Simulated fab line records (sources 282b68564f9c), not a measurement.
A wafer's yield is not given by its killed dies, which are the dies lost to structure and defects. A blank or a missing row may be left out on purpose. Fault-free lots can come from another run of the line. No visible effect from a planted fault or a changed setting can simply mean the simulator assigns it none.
Split-lot trial || flow rit cmos || 23 wafers read from 5 lots, route of 202 steps

THE SPLIT ITSELF
At RIT_ACTIVE_COAT_06 (resist thk 1000 nm), the setting resist thk nm was moved away from the recipe's 1000 nm on 5 of the 23 wafers read, by -5.9% to -4.4%. For the rest of the wafers, this setting stayed at what the recipe calls for.

FROM THE SPLIT TO THE READING: what the file shows between them, 3 steps
- RIT_ACTIVE_DEVELOP_10: develop time 50 s (also split here: develop time s)
- RIT_ACTIVE_CD_MEAS_11: target cd 1400 nm
- RIT_ACTIVE_HARDBAKE_12: time 60 s

THE READING
NOVOLAK_of_ACTIVE_COAT_06.thk nm (the simulator's own value, which no gauge read), in nm, at RIT_ACTIVE_ETCH_13 (etches Si3N4 in SF6, stops on SiO2, time 210 s, target depth 210 nm). There is no usual value for it anywhere in the file. Here, 18 wafers ran the recipe; their average is 657.4 nm with a standard deviation of 8.9 nm.

{"wafer": "L074.1", "tool, chamber at the split": "litho track-01, 0", "resist thk nm as run, nm": 955.9, "against the recipe": "-4.4%", "NOVOLAK_of_ACTIVE_COAT_06.thk nm, nm": 625, "against lot-mates on the recipe": -28.2}
{"wafer": "L074.2", "tool, chamber at the split": "litho track-01, 0", "resist thk nm as run, nm": 1000, "against the recipe": "recipe", "NOVOLAK_of_ACTIVE_COAT_06.thk nm, nm": 658.7, "against lot-mates on the recipe": "-"}
{"wafer": "L074.3", "tool, chamber at the split": "litho track-01, 0", "resist thk nm as run, nm": 955.9, "against the recipe": "-4.4%", "NOVOLAK_of_ACTIVE_COAT_06.thk nm, nm": 624.3, "against lot-mates on the recipe": -28.9}
{"wafer": "L074.4", "tool, chamber at the split": "litho track-01, 0", "resist thk nm as run, nm": 1000, "against the recipe": "recipe", "NOVOLAK_of_ACTIVE_COAT_06.thk nm, nm": 644.1, "against lot-mates on the recipe": "-"}
{"wafer": "L074.5", "tool, chamber at the split": "litho track-01, 0", "resist thk nm as run, nm": 1000, "against the recipe": "recipe", "NOVOLAK_of_ACTIVE_COAT_06.thk nm, nm": 656.9, "against lot-mates on the recipe": "-"}
{"wafer": "L075.1", "tool, chamber at the split": "litho track-03, 0", "resist thk nm as run, nm": 1000, "against the recipe": "recipe", "NOVOLAK_of_ACTIVE_COAT_06.thk nm, nm": 666.9, "against lot-mates on the recipe": "-"}
{"wafer": "L075.2", "tool, chamber at the split": "litho track-03, 0", "resist thk nm as run, nm": 1000, "against the recipe": "recipe", "NOVOLAK_of_ACTIVE_COAT_06.thk nm, nm": 663.5, "against lot-mates on the recipe": "-"}
{"wafer": "L075.3", "tool, chamber at the split": "litho track-03, 0", "resist thk nm as run, nm": 1000, "against the recipe": "recipe", "NOVOLAK_of_ACTIVE_COAT_06.thk nm, nm": 658.4, "against lot-mates on the recipe": "-"}
{"wafer": "L075.5", "tool, chamber at the split": "litho track-03, 0", "resist thk nm as run, nm": 1000, "against the recipe": "recipe", "NOVOLAK_of_ACTIVE_COAT_06.thk nm, nm": 642.3, "against lot-mates on the recipe": "-"}
{"wafer": "L075.6", "tool, chamber at the split": "litho track-03, 0", "resist thk nm as run, nm": 1000, "against the recipe": "recipe", "NOVOLAK_of_ACTIVE_COAT_06.thk nm, nm": 661.5, "against lot-mates on the recipe": "-"}
{"wafer": "L076.1", "tool, chamber at the split": "litho track-03, 0", "resist thk nm as run, nm": 1000, "against the recipe": "recipe", "NOVOLAK_of_ACTIVE_COAT_06.thk nm, nm": 665.1, "against lot-mates on the recipe": "-"}
{"wafer": "L076.2", "tool, chamber at the split": "litho track-03, 0", "resist thk nm as run, nm": 1000, "against the recipe": "recipe", "NOVOLAK_of_ACTIVE_COAT_06.thk nm, nm": 655.7, "against lot-mates on the recipe": "-"}
{"wafer": "L076.6", "tool, chamber at the split": "litho track-03, 0", "resist thk nm as run, nm": 1000, "against the recipe": "recipe", "NOVOLAK_of_ACTIVE_COAT_06.thk nm, nm": 654.7, "against lot-mates on the recipe": "-"}
{"wafer": "L078.1", "tool, chamber at the split": "litho track-03, 0", "resist thk nm as run, nm": 1000, "against the recipe": "recipe", "NOVOLAK_of_ACTIVE_COAT_06.thk nm, nm": 664, "against lot-mates on the recipe": "-"}
{"wafer": "L078.2", "tool, chamber at the split": "litho track-03, 0", "resist thk nm as run, nm": 1000, "against the recipe": "recipe", "NOVOLAK_of_ACTIVE_COAT_06.thk nm, nm": 644.4, "against lot-mates on the recipe": "-"}
{"wafer": "L078.4", "tool, chamber at the split": "litho track-03, 0", "resist thk nm as run, nm": 1000, "against the recipe": "recipe", "NOVOLAK_of_ACTIVE_COAT_06.thk nm, nm": 641.6, "against lot-mates on the recipe": "-"}
{"wafer": "L078.5", "tool, chamber at the split": "litho track-03, 0", "resist thk nm as run, nm": 1000, "against the recipe": "recipe", "NOVOLAK_of_ACTIVE_COAT_06.thk nm, nm": 667.2, "against lot-mates on the recipe": "-"}
{"wafer": "L078.6", "tool, chamber at the split": "litho track-03, 0", "resist thk nm as run, nm": 1000, "against the recipe": "recipe", "NOVOLAK_of_ACTIVE_COAT_06.thk nm, nm": 653.1, "against lot-mates on the recipe": "-"}
{"wafer": "L085.2", "tool, chamber at the split": "litho track-01, 0", "resist thk nm as run, nm": 940.8, "against the recipe": "-5.9%", "NOVOLAK_of_ACTIVE_COAT_06.thk nm, nm": 601.8, "against lot-mates on the recipe": -65.9}
{"wafer": "L085.3", "tool, chamber at the split": "litho track-01, 0", "resist thk nm as run, nm": 1000, "against the recipe": "recipe", "NOVOLAK_of_ACTIVE_COAT_06.thk nm, nm": 665.4, "against lot-mates on the recipe": "-"}
{"wafer": "L085.4", "tool, chamber at the split": "litho track-01, 0", "resist thk nm as run, nm": 940.8, "against the recipe": "-5.9%", "NOVOLAK_of_ACTIVE_COAT_06.thk nm, nm": 612.5, "against lot-mates on the recipe": -55.1}
{"wafer": "L085.5", "tool, chamber at the split": "litho track-01, 0", "resist thk nm as run, nm": 940.8, "against the recipe": "-5.9%", "NOVOLAK_of_ACTIVE_COAT_06.thk nm, nm": 604.1, "against lot-mates on the recipe": -63.5}
{"wafer": "L085.6", "tool, chamber at the split": "litho track-01, 0", "resist thk nm as run, nm": 1000, "against the recipe": "recipe", "NOVOLAK_of_ACTIVE_COAT_06.thk nm, nm": 669.9, "against lot-mates on the recipe": "-"}

FIT RESULTS
A straight line over all 23 wafers: NOVOLAK_of_ACTIVE_COAT_06.thk nm changes by +8.35 nm for each +1% of resist thk nm; r = +0.92; the points scatter about the line by 8.5 nm.
The same after taking each lot's own level away (the mean of its wafers on the recipe; 23 wafers): +9.4 nm for each +1%; r = +0.93; scatter 8.7 nm.
That fit puts the effect of the largest move of resist thk nm on the reading at 56 nm.
The span of the lots' own levels, 653.23 to 667.65 nm, comes to 1.6 times the standard deviation stated above.
Thus the slope moves with the lot-to-lot level: the two fits are different.
Check: with one of the wafers moved furthest among these (-5.9%) left out of the fit, the line predicts -51.9 nm for it against its lot-mates. It came out at -65.9 nm against them.

OTHER SPLITS ON THESE WAFERS
Other splits were also applied to these wafers ahead of the reading. Each is held against what the fit with the lots' levels taken away leaves over:
{"other split on the same wafers": "RIT_ACTIVE_DEVELOP_10 develop time s", "wafers away from the commonest value": 10, "r with NOVOLAK_of_ACTIVE_COAT_06.thk nm (lot level and that fit taken away)": -0.19}

THE WHOLE CHAIN: every reading that the file lists as answering this split, in the file's order
{"step": "RIT_ACTIVE_COAT_06", "what it does": "resist thk 1000 nm", "reading": "NOVOLAK_of_ACTIVE_COAT_06.thk nm (the simulator's own value, which no gauge read)", "change (the file's fit)": "+10.4 nm for each +1% of the setting", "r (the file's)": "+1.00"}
{"step": "RIT_ACTIVE_HARDBAKE_12", "what it does": "time 60 s", "reading": "NOVOLAK_of_ACTIVE_COAT_06.thk nm (the simulator's own value, which no gauge read)", "change (the file's fit)": "+9.11 nm for each +1% of the setting", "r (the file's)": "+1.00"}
{"step": "RIT_ACTIVE_ETCH_13", "what it does": "etches Si3N4 in SF6, stops on SiO2, time 210 s, target depth 210 nm", "reading": "NOVOLAK_of_ACTIVE_COAT_06.thk nm (the simulator's own value, which no gauge read)", "change (the file's fit)": "+9 nm for each +1% of the setting", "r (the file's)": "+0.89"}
{"step": "RIT_ACTIVE_CD_MEAS_11", "what it does": "target cd 1400 nm", "reading": "cd nm", "change (the file's fit)": "+0.999 nm for each +1% of the setting, in a fit together with develop time s@ACTIVE_DEVELOP_10", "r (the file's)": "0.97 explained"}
{"step": "RIT_ACTIVE_ETCH_13", "what it does": "etches Si3N4 in SF6, stops on SiO2, time 210 s, target depth 210 nm", "reading": "ACTIVE.cd nm (the simulator's own value, which no gauge read)", "change (the file's fit)": "+0.987 nm for each +1% of the setting, in a fit together with develop time s@ACTIVE_DEVELOP_10", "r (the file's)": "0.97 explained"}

FILE'S OWN FIT
NOVOLAK_of_ACTIVE_COAT_06.thk nm changes by +9 nm for each +1% of resist thk nm, r = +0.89.
